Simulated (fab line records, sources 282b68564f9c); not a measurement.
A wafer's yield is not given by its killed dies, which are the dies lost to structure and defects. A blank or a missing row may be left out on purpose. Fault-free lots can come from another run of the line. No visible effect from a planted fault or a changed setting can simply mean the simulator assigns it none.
fab line records | flow rit-cmos
[record] lots = 13 wafers = 39 last-day = 7
route steps=202 shown NRETRO@62 PRETRO@74
lots untouched by any fault: they come from a run of this same line in which no faults occurred
start-h: start of the lot's first displayed wafer, in hours after the record's first day | wait-h: hours from the lot's prior step to this one | " the same as in the row above | L1.1+2: several wafers, shown together as one row | - no value, or no start given | * or withheld: withheld | < > ~ a bound
route shown NAME@n: NAME is a module with steps in the file, n the number in the route of the first one | usual: the fault-free wafers' mean and standard deviation | same: alike in all rows | chamber/n: place in a boat | sites: the reading at each site | _std_site: the values' standard deviation | _edge_site: mean of outer sites minus mean of inner sites | radius-mm: how far each site lies from the wafer's centre | mask NAME#n: copy n | behind: tool/chamber where the wafer was last shaped | hold: the reason the lot was held/the length of the hold in hours/how it ended | device: the transistor (n, p or np) that didn't switch | end of line: the tests these same wafers got at the end of their route | for a step that has no rows: nothing shown but its recipe | killed: dies that structure and defects cost at the first sort, which is not the same as the wafer's yield | map: per-die view of a wafer (x killed, . not killed, _ where there is no die)
set.NAME: the setting that was run; set.NAME@STEP: the one run at that earlier step | model.NAME: the simulator's own value behind a step, which no gauge read
route steps across a sampled set of lots; one table per step, one row per wafer
services: from which hour (start-h, from the record's first day; less than 0 if before it) a tool's chamber was out of use, for how many hours, and why
[[steps]]
[step RIT_NRETRO_STRIP_09]
[recipe] chemistry = O2 time-s = 180 resist = NOVOLAK platen-temp-c = withheld power-w = 500 pressure-mtorr = 4000 o2-flow-sccm = 4000
[usual] chamber-pressure-mTorr = 4000/3.7 drypump-motor-current-A = 5.6/0.57
// columns lot.wafer tool chamber start-h wait-h chamber-pressure-mTorr drypump-motor-current-A rf-hours-counter-h
L750.1 plasma-asher-04 1 30.61 0.1 3996 5.0 39
L750.2 " 0 " " 3994 6.2 39
L750.6 " 1 " " 3998 5.0 -
L751.1 plasma-asher-02 0 34.19 0.1 4000 6.0 23
L751.2 " 1 " " 4000 6.6 23
L751.4 " 1 " " 3998 6.5 -
L752.3 plasma-asher-02 0 39.91 0.1 4002 6.0 -
L752.4 " 1 " " 4001 6.5 -
L752.5 " 0 " " 3997 6.0 -
L753.1 plasma-asher-03 1 45.44 0.1 4001 4.9 41
L753.3 " 1 " " 4004 4.9 -
L753.4 " 0 " " 4003 5.7 -
L754.1 plasma-asher-04 1 51.65 0.1 3997 5.0 41
L754.4 " 0 " " 4000 6.1 -
L754.5 " 0 " " 4001 6.1 -
L755.2 plasma-asher-03 0 56.54 0.1 3998 5.7 42
L755.4 " 1 " " 3997 4.9 -
L755.5 " 0 " " 4010 5.7 -
L756.3 plasma-asher-02 0 59.18 0.1 - - -
L756.4 " 1 " " - - -
L756.5 " 1 " " - - -
L757.1 plasma-asher-04 1 65.43 0.1 - - -
L757.3 " 0 " " - - -
L757.5 " 0 " " - - -
L758.1 plasma-asher-04 1 75.65 0.1 - - -
L758.3 " 1 " " - - -
L758.6 " 0 " " - - -
L765.1 plasma-asher-02 0 106.95 0.1 3999 6.0 31
L765.4 " 0 " " 3997 6.0 -
L765.5 " 0 " " 3998 6.0 -
L770.1 plasma-asher-04 0 129.48 0.1 4001 6.2 50
L770.2 " 1 " " 4004 5.0 50
L770.6 " 1 " " 4000 5.0 -
L772.2 plasma-asher-03 0 140.42 0.1 4001 5.7 52
L772.3 " 1 " " 3993 4.9 -
L772.5 " 0 " " 4000 5.7 -
L773.1 plasma-asher-03 0 145.59 0.1 3999 5.7 53
L773.2 " 1 " " 3990 4.9 53
L773.4 " 1 " " 4002 5.0 -
[step RIT_PRETRO_TW_MEAS_10]
[usual] PRETRO_TW = 474.2/2.9
// columns lot.wafer tool chamber start-h wait-h PRETRO_TW
L750.1 film-metro-04 - 32.46 0.1 475.3
L750.2 " - " " 477.0
L750.6 " - " " 477.5
L751.1 film-metro-04 - 35.92 0.1 477.6
L751.2 " - " " 478.4
L751.4 " - " " 477.5
L752.3 film-metro-01 - 41.81 0.1 475.4
L752.4 " - " " 476.0
L752.5 " - " " 475.7
L753.1 film-metro-03 - 47.17 0.1 471.8
L753.3 " - " " 470.0
L753.4 " - " " 471.6
L754.1 film-metro-01 - 53.37 0.1 475.3
L754.4 " - " " 474.9
L754.5 " - " " 474.4
L755.2 film-metro-01 - 58.28 0.1 472.2
L755.4 " - " " 476.1
L755.5 " - " " 473.3
L756.3 film-metro-03 - 60.87 0.1 29.7
L756.4 " - " " 29.6
L756.5 " - " " 29.7
L757.1 film-metro-03 - 67.28 0.1 29.7
L757.3 " - " " 29.7
L757.5 " - " " 29.7
L758.1 film-metro-04 - 77.50 0.1 30.1
L758.3 " - " " 30.1
L758.6 " - " " 30.1
L765.1 film-metro-03 - 108.74 0.1 473.6
L765.4 " - " " 475.4
L765.5 " - " " 475.2
L770.1 film-metro-04 - 131.31 0.1 477.1
L770.2 " - " " 474.7
L770.6 " - " " 474.5
L772.2 film-metro-03 - 142.15 0.1 470.0
L772.3 " - " " 469.9
L772.5 " - " " 472.0
L773.1 film-metro-03 - 147.32 0.1 472.3
L773.2 " - " " 472.6
L773.4 " - " " 471.4
[[services]]
// columns tool chamber start-h hours kind
plasma-asher-03 - 12.93 5.3 repair
plasma-asher-02 - 31.32 2.8 pm
plasma-asher-03 - 63.43 0.4 repair
[[key]]
[first-sign] step = RIT_NRETRO_STRIP_09 reading = tool-record direction = missing
[effect] step = RIT_PRETRO_TW_MEAS_10 reading = PRETRO_TW direction = down sigmas = 99+ usual = 474.2 struck = 29.8
met-at RIT_NRETRO_STRIP_09
struck-lots L756,L757,L758
later-rows-left-out L756.3,L756.4,L756.5,L757.1,L757.3,L757.5,L758.1,L758.3,L758.6
sort-left-out L756.3,L756.4,L756.5,L757.1,L757.3,L757.5,L758.1,L758.3,L758.6
tester-left-out L756,L757,L758
onset-between 51.65 59.18
[fault] kind = skipped-step-whole tool = plasma-asher-02,plasma-asher-04 chamber = - onset-h = 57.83 steps = RIT_NRETRO_STRIP_09 scope = struck-lots-only
// tester-left-out: of these lots the tester's yield and bins aren't shown, on N5 and GAA mostly nor the transistor test; their killed dies are dies lost to structure and defects alone, not to doping, threshold or leakage, so they don't give the yield
// sort-left-out: the simulated sort isn't trusted on such a fault, so these wafers' sort isn't shown, and their yield isn't known
// later-rows-left-out: the simulator's readings of these wafers behind a module that went badly wrong aren't trusted and aren't shown, but for the sort
